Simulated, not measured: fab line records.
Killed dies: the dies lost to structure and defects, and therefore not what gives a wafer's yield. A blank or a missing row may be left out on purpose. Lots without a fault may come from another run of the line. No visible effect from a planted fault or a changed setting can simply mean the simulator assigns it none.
What tool caused it? || flow berkeleyCmos170 || 13 lots with 39 wafers sampled at 3 steps, on a route of 331 steps

== WHAT THE GAUGES SHOWED, per wafer ==
UCB170_GATE_CD_MEAS_12: the cd target is 350 nm.
{"lot": "L902", "measured": "day 6 16:27", "on": "cdSem-01", "cdNm (nm)": "350.0 349.9 349.1"}
{"lot": "L903", "measured": "day 6 16:43", "on": "cdSem-01", "cdNm (nm)": "351.9 350.6 351.5"}
{"lot": "L909", "measured": "day 7 17:40", "on": "cdSem-02", "cdNm (nm)": "351.3 351.1 351.0"}
{"lot": "L907", "measured": "day 7 17:53", "on": "cdSem-02", "cdNm (nm)": "349.8 350.0 349.3"}
{"lot": "L908", "measured": "day 7 18:11", "on": "cdSem-02", "cdNm (nm)": "350.1 350.4 350.9"}
{"lot": "L910", "measured": "day 8 01:45", "on": "cdSem-02", "cdNm (nm)": "349.1 349.1 349.8"}
{"lot": "L915", "measured": "day 8 14:33", "on": "cdSem-02", "cdNm (nm)": "351.2 351.2 351.9"}
{"lot": "L912", "measured": "day 8 14:53", "on": "cdSem-02", "cdNm (nm)": "352.0 351.1 351.8"}
{"lot": "L913", "measured": "day 8 15:37", "on": "cdSem-02", "cdNm (nm)": "350.1 350.9 349.8"}
{"lot": "L918", "measured": "day 9 14:20", "on": "cdSem-01", "cdNm (nm)": "350.4 350.1 349.7"}
{"lot": "L923", "measured": "day 10 05:49", "on": "cdSem-02", "cdNm (nm)": "349.9 349.4 349.7"}
{"lot": "L924", "measured": "day 10 18:41", "on": "cdSem-02", "cdNm (nm)": "350.7 351.6 351.6"}
{"lot": "L925", "measured": "day 10 21:46", "on": "cdSem-02", "cdNm (nm)": "350.0 350.8 351.5"}

UCB170_NLDD_CD_MEAS_06: the cd target is 1200 nm.
{"lot": "L902", "measured": "day 6 21:30", "on": "cdSem-02", "cdNm (nm)": "1197.9 1200.1 1197.7"}
{"lot": "L903", "measured": "day 6 22:08", "on": "cdSem-01", "cdNm (nm)": "1201.8 1203.4 1200.5"}
{"lot": "L909", "measured": "day 7 21:23", "on": "cdSem-02", "cdNm (nm)": "1200.9 1199.5 1200.5"}
{"lot": "L907", "measured": "day 7 21:27", "on": "cdSem-01", "cdNm (nm)": "1195.9 1195.9 1196.9"}
{"lot": "L908", "measured": "day 7 21:49", "on": "cdSem-01", "cdNm (nm)": "1200.6 1201.4 1202.2"}
{"lot": "L910", "measured": "day 8 05:53", "on": "cdSem-01", "cdNm (nm)": "1200.7 1200.6 1200.4"}
{"lot": "L915", "measured": "day 8 19:02", "on": "cdSem-01", "cdNm (nm)": "1201.3 1200.1 1200.4"}
{"lot": "L912", "measured": "day 8 19:55", "on": "cdSem-01", "cdNm (nm)": "1199.5 1198.8 1200.2"}
{"lot": "L913", "measured": "day 8 20:31", "on": "cdSem-02", "cdNm (nm)": "960.0 960.6 960.6 959.9 960.7 960.3"}
{"lot": "L918", "measured": "day 9 21:27", "on": "cdSem-01", "cdNm (nm)": "1200.0 1200.9 1201.2"}
{"lot": "L923", "measured": "day 10 09:49", "on": "cdSem-02", "cdNm (nm)": "1200.3 1198.1 1199.3"}
{"lot": "L924", "measured": "day 10 23:31", "on": "cdSem-02", "cdNm (nm)": "1200.4 1198.8 1199.8"}
{"lot": "L925", "measured": "day 11 02:20", "on": "cdSem-01", "cdNm (nm)": "1200.3 1199.4 1200.1"}

== WHICH TOOL RAN EACH LOT (tool, then ch and the chambers of the sampled wafers, then the start) ==
{"lot": "L902", "UCB170_NLDD_EXPOSE_03": "krfScanner-02 ch 0, day 6 21:07"}
{"lot": "L903", "UCB170_NLDD_EXPOSE_03": "krfScanner-01 ch 0, day 6 21:44"}
{"lot": "L909", "UCB170_NLDD_EXPOSE_03": "krfScanner-02 ch 0, day 7 20:40"}
{"lot": "L907", "UCB170_NLDD_EXPOSE_03": "krfScanner-01 ch 0, day 7 20:53"}
{"lot": "L908", "UCB170_NLDD_EXPOSE_03": "krfScanner-02 ch 0, day 7 21:25"}
{"lot": "L910", "UCB170_NLDD_EXPOSE_03": "krfScanner-01 ch 0, day 8 05:17"}
{"lot": "L915", "UCB170_NLDD_EXPOSE_03": "krfScanner-01 ch 0, day 8 18:38"}
{"lot": "L912", "UCB170_NLDD_EXPOSE_03": "krfScanner-02 ch 0, day 8 19:31"}
{"lot": "L913", "UCB170_NLDD_EXPOSE_03": "krfScanner-01 ch 0, day 8 19:58"}
{"lot": "L918", "UCB170_NLDD_EXPOSE_03": "krfScanner-02 ch 0, day 9 20:27"}
{"lot": "L923", "UCB170_NLDD_EXPOSE_03": "krfScanner-01 ch 0, day 10 09:26"}
{"lot": "L924", "UCB170_NLDD_EXPOSE_03": "krfScanner-02 ch 0, day 10 22:35"}
{"lot": "L925", "UCB170_NLDD_EXPOSE_03": "krfScanner-02 ch 0, day 11 01:26"}
- UCB170_NLDD_EXPOSE_03: exposes mask NSELECT, target cd 1200 nm.

== AS READ BY THE TOOLS THEMSELVES (means over the sampled wafers that have a number; for cases with no such wafer, the mark the record gives instead) ==
The record holds no such reading with a usual standard deviation.

== THE ANSWER, worked out from the rows above alone ==
Rule: the lots themselves supply what counts as usual. Put in order of their means at a reading, lots are off if they are a third of the lots or fewer, leave a main group of 4 or more, and stand apart from it by a gap of 3 or more times the standard deviation of the main group's means; of several such gaps the widest counts. Not used: any main group whose means are identical at the precision the tables above print for the reading. Also off: a lot with no number at a reading for which 4 or more lots have one. Any other lot the step has rows for is counted as sound. The gauges are gone through in route order, then the tools' own readings, and for those a lot's mean is taken as printed above. The first step at which some lot is off is used, and at that step the reading that is off furthest; a lot without a number counts as furthest.
Off at UCB170_NLDD_CD_MEAS_06 (cdNm): L913. Main group: mean 1199.9 nm, sd 1.4.
A tool fits if, at a process step before that reading, it ran every lot that is off, and no sound lot after the first of them. Gauges at UCB170_NLDD_CD_MEAS_06: tried the same way as those tools. None of those tried fits.

== WHAT THE SIMULATOR HAD INSERTED ==
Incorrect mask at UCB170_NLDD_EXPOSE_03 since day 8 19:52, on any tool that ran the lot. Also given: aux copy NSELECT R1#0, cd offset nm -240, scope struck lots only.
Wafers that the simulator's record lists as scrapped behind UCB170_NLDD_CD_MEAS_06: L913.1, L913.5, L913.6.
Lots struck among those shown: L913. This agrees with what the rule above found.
